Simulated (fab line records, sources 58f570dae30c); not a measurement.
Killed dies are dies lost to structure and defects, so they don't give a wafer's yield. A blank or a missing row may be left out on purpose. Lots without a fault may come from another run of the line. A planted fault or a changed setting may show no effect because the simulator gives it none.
Chamber matching | flow berkeley_cmos170 | UCB170_GATE_WET_ETCH_00 on wet_bench-03: 4 sister chambers
The step etches SiO2 in dHF, time 200 s. 16 wafers are shown with their chamber, then 8 later ones without.

WAFERS WITH THEIR CHAMBER
wafer  | chamber | run_length_s (s) | bath_heat_duty_pct (%)
L650.1 | 0       | 226              | 5.9
L650.3 | 0       | 226              | 6.4
L650.6 | 0       | 226              | 6.0
L654.1 | 2       | 233              | 6.2
L654.2 | 2       | 233              | 7.3
L654.3 | 2       | 233              | 6.2
L656.3 | 2       | 233              | 6.1
L656.5 | 2       | 233              | 6.0
L656.6 | 2       | 233              | 6.9
L653.2 | 1       | 233              | 5.9
L653.3 | 1       | 233              | 5.7
L653.5 | 1       | 233              | 6.0
L661.1 | 3       | 226              | 6.5
L661.2 | 3       | 226              | 5.6
L661.5 | 3       | 226              | 5.8
L660.3 | 1       | 224              | 5.2

SIGNATURES (means of the wafers above)
reading            | chamber 0 | chamber 1 | chamber 2 | chamber 3 | scatter within a chamber
run_length_s       | 226.00    | 230.75    | 233.00    | 226.00    | 2.25
bath_heat_duty_pct | 6.100     | 5.700     | 6.450     | 5.967     | 0.442
Rule: a wafer's distance from a chamber is the root of the sum, over the readings, of the square of ((its reading less the chamber's mean) divided by the reading's scatter). The wafer belongs to the nearest chamber; if the next one is less than 2 further off, it can't be placed. The scatter: the root of (the sum of the squares of (reading less its chamber's mean) over the shown wafers, divided by (wafers less chambers)).

WAFERS WITHOUT THEIR CHAMBER
wafer  | run_length_s (s) | bath_heat_duty_pct (%)
L660.5 | 224              | 5.5
L660.6 | 224              | 6.4
L664.2 | 227              | 6.3
L664.4 | 227              | 5.6
L664.5 | 227              | 5.5
L669.2 | 225              | 6.0
L669.3 | 225              | 5.8
L669.6 | 225              | 5.7

WHICH CHAMBER EACH WENT THROUGH
wafer  | from the rows above          | in truth
L660.5 | can't be placed: 3 or 0 or 1 | 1
L660.6 | can't be placed: 0 or 3      | 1
L664.2 | can't be placed: 0 or 3 or 1 | 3
L664.4 | can't be placed: 3 or 0 or 1 | 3
L664.5 | can't be placed: 3 or 0 or 1 | 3
L669.2 | can't be placed: 3 or 0      | 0
L669.3 | can't be placed: 3 or 0 or 1 | 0
L669.6 | can't be placed: 3 or 0 or 1 | 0
Placed correctly: 0 of 8. Can't be placed from these rows: 8 (the true chamber is among the candidates in 7). Placed wrongly: 0.
